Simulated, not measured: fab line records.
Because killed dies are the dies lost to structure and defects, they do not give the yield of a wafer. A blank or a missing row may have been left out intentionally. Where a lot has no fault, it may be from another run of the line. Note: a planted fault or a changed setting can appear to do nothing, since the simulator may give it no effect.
A struck lot beside a sound one + flow rit-cmos + 14 out of 202 route steps
Sound: wafers L273.1, L273.4, L273.5. Wafers L280.3, L280.4, L280.5 were the ones struck. The cause is given at the end.
Order at every step that has rows: each side's tool, ch and its chambers, its first start. Under that, the readings that differ: sound wafers + struck wafers + difference of the means + sigmas: that difference in standard deviations of wafers without a fault.
alike: readings with means less than 2 such deviations apart, plus words and numbers identical on both sides. not compared: withheld readings, readings lacking a value on some wafer, bounds such as >300 that could conceal the same value, and numbers that have no deviation in the record and whose values overlap.
The two part at a step that has a row with sigmas, a row that says differs or no value, or rows on one side only. When numbers do not overlap yet have no deviation, they are printed without sigmas and do not part them. Lack of a reading on every wafer of one side parts them only where that side has two or more wafers.

first, 4 steps without rows for these wafers: RIT_ACTIVE_SOFTBAKE_07 (time 60 s); RIT_ACTIVE_EXPOSE_08 (exposes mask M1, target cd 1400 nm); RIT_ACTIVE_PEB_09; RIT_ACTIVE_DEVELOP_10 (develop time 50 s).
RIT_ACTIVE_CD_MEAS_11: the cd target is 1400 nm.
  sound: cd-sem-01 at day 4 03:09; struck: cd-sem-02 at day 5 13:32
  alike: cd-nm
then, 1 step without rows for these wafers: RIT_ACTIVE_HARDBAKE_12 (time 60 s).
RIT_ACTIVE_ETCH_13: etches Si3N4 in SF6, stops on SiO2, time 210 s, target depth 210 nm.
  sound on rie-diel-01 ch 0,2, day 4 03:25; struck on rie-diel-01 ch 1,3, day 5 13:46
  alike: drypump-motor-current-A, oes-product-au, throttle-valve-pct
  not compared: rf-hours-counter-h
RIT_ACTIVE_STRIP_14: strips in O2, time 180 s.
  sound on plasma-asher-04 ch 0, day 4 03:33; struck on plasma-asher-02 ch 0,1, day 5 13:58
  alike: drypump-motor-current-A
  not compared: rf-hours-counter-h
RIT_ACTIVE_CD_MEAS_90: the cd target is 1400 nm.
  sound: cd-sem-01 at day 4 03:44; struck: cd-sem-02 at day 5 14:07
  alike: cd-nm
then, 3 steps without rows for these wafers: RIT_ACTIVE_CLEAN_15 (cleans in SC1, time 600 s); RIT_ACTIVE_CLEAN_16 (cleans in dHF, time 30 s); RIT_ACTIVE_CLEAN_17 (cleans in SC2, time 600 s).
RIT_FOX1_OXIDATION_00: target thk 350.7 nm, ox time 1130 s.
  struck on furnace-01, day 5 16:54; sound on furnace-01 ch 0, day 4 04:14
  no value came back on the struck wafers for ox-temp-c (C), ox-temp-c-max; on the sound wafers ox-temp-c (C) reads 1100.4 1100.1 1099.9
| reading                                  | sound             | struck            | difference | sigmas |
|------------------------------------------|-------------------|-------------------|------------|--------|
| model.Si3N4_of_ACTIVE_CVD_03.thk-nm (nm) | 140.3 140.4 139.7 | 148.7 148.7 149.4 | +8.8       |        |
RIT_FOX1_WET_ETCH_02: etches SiO2 in BOE, target depth 350 nm, time 390 s.
  sound on wet-bench-02 ch 0, day 4 05:36; struck on wet-bench-01 ch 3, day 5 18:17
| reading                                  | sound             | struck            | difference | sigmas |
|------------------------------------------|-------------------|-------------------|------------|--------|
| model.Si3N4_of_ACTIVE_CVD_03.thk-nm (nm) | 135.5 135.6 134.9 | 143.9 143.9 144.7 | +8.8       |        |

== WHERE THEY PART ==
Only at RIT_FOX1_OXIDATION_00, as far as this record shows.

WHY: what the simulator had put in
Beginning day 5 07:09, the whole step at RIT_FOX1_OXIDATION_00 was skipped on furnace-01. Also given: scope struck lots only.
